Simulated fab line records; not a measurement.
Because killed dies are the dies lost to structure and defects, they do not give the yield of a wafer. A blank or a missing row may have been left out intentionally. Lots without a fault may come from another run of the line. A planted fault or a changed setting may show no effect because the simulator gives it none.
Comparing a struck lot with a sound one | flow rit-cmos | 28 out of 202 route steps
Sound: the wafers L998.2, L998.3, L998.4. Wafers struck: L108.2, L108.3, L108.4. The cause comes at the end.
Per side, at each step with rows, come the tool, then ch with its chambers, and then its first start. Under that, the readings that differ: sound wafers | struck wafers | difference of the means | sigmas: that difference in standard deviations of wafers without a fault.
alike: readings whose means differ by less than 2 such deviations, and words and numbers that are the same on both sides. not compared: withheld readings, readings that some wafer has no value for, bounds like >300 that may hide the same value, and numbers for which the record gives no deviation and whose values overlap.
The two part at a step that has a row with sigmas, a row that says differs or no value, or rows on one side only. Numbers that have no deviation but don't overlap get no sigmas and don't part them. A reading that every wafer of one side lacks parts them only if that side has two wafers or more.

RIT_FOX2_THK_MEAS_01:
  struck on film-metro-02, day 4 11:31; sound on film-metro-01, day 2 09:28
  alike: FOX2_OXIDE_THK
then, 2 steps without rows for these wafers: RIT_FOX2_CLEAN_02 (cleans in dHF, time 174 s); RIT_FOX2_WET_ETCH_03 (etches Si3N4 in H3PO4, target depth 195 nm, time 2700 s).
RIT_FOX2_THK_MEAS_90:
  struck on film-metro-01, day 4 12:25; sound on film-metro-02, day 2 10:29
  alike: FIELD_OXIDE_LEFT_1_THK
then, 6 steps without rows for these wafers: RIT_NWELL_HMDS_00 (prime time 60 s); RIT_NWELL_COAT_01 (resist thk 1300 nm); RIT_NWELL_SOFTBAKE_02 (time 60 s); RIT_NWELL_EXPOSE_03 (exposes mask M2, target cd 43900 nm); RIT_NWELL_PEB_04; RIT_NWELL_DEVELOP_05 (develop time 68 s).
RIT_NWELL_OVL_MEAS_06:
  struck on overlay-01, day 4 13:20; sound on overlay-02, day 2 11:32
  alike: NWELL_OVL
then, 1 step without rows for these wafers: RIT_NWELL_HARDBAKE_07 (time 120 s).
RIT_NWELL_IMPLANT_08:
  sound on implanter-04 ch 0, day 2 11:50; struck on implanter-04 ch 0, day 4 13:39
  reading            | sound           | struck         | difference | sigmas
  beam-on-s (s)      | 9.72 10.07 9.90 | 7.54 8.01 7.87 | -2.09      | -10
  faraday-current-uA | 161 155 158     | 206 195 199    | +42        | +13
  alike: beam-energy-keV
RIT_NWELL_STRIP_09: strips in O2, time 180 s.
  sound on plasma-asher-02 ch 0,1, day 2 11:58; struck on plasma-asher-04 ch 0,1, day 4 13:46
  reading                     | sound       | struck      | difference | sigmas
  drypump-motor-current-A (A) | 4.9 5.1 4.9 | 6.4 5.8 6.4 | +1.2       | +2
  alike: o2-flow-sccm
  not compared: rf-hours-counter-h
RIT_NWELL_TW_MEAS_10:
  struck on film-metro-01, day 4 14:11; sound on film-metro-03, day 2 12:09
  reading  | sound          | struck         | difference | sigmas
  NWELL_TW | 2161 2161 2159 | 2026 2009 2023 | -141       | -13
  not compared: hold
then, 5 steps without rows for these wafers: RIT_PWELL_COAT_01 (resist thk 1300 nm); RIT_PWELL_SOFTBAKE_02 (time 60 s); RIT_PWELL_EXPOSE_03 (exposes mask M3, target cd 43700 nm); RIT_PWELL_PEB_04; RIT_PWELL_DEVELOP_05 (develop time 68 s).
RIT_PWELL_OVL_MEAS_06:
  struck on overlay-02, day 4 18:24; sound on overlay-02, day 2 13:10
  alike: PWELL_OVL
then, 2 steps without rows for these wafers: RIT_PWELL_HARDBAKE_07 (time 120 s); RIT_PWELL_IMPLANT_08.
RIT_PWELL_STRIP_09: strips in O2, time 180 s.
  sound on plasma-asher-02 ch 0,1, day 2 13:35; struck on plasma-asher-04 ch 0,1, day 4 18:50
  alike: drypump-motor-current-A, o2-flow-sccm
  not compared: rf-hours-counter-h
RIT_PWELL_TW_MEAS_10:
  struck on film-metro-01, day 4 19:01; sound on film-metro-01, day 2 13:46
  alike: PWELL_TW
then, 1 step without rows for these wafers: RIT_WELLDRIVE_ANNEAL_00 (time 14700 s).
RIT_WELLDRIVE_RS_MEAS_01: the measuring method here is four-point-probe.
  struck on film-metro-04, day 5 00:46; sound on film-metro-01, day 2 19:35
  reading           | sound             | struck            | difference | sigmas
  NWELL_RS (ohm/sq) | 278.7 277.9 277.6 | 316.6 318.0 318.1 | +39.5      | +53
  not compared: hold
RIT_M1_PROBE_99:
  rows exist in the record for the sound wafers here (prober-02, day 4 00:05), none for the struck ones

WHERE THEY PART
First at RIT_NWELL_IMPLANT_08; last, within this record, at RIT_M1_PROBE_99.

WHY: what had been put in by the simulator
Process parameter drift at RIT_NWELL_IMPLANT_08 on implanter-04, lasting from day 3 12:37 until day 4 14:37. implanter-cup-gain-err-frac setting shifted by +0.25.
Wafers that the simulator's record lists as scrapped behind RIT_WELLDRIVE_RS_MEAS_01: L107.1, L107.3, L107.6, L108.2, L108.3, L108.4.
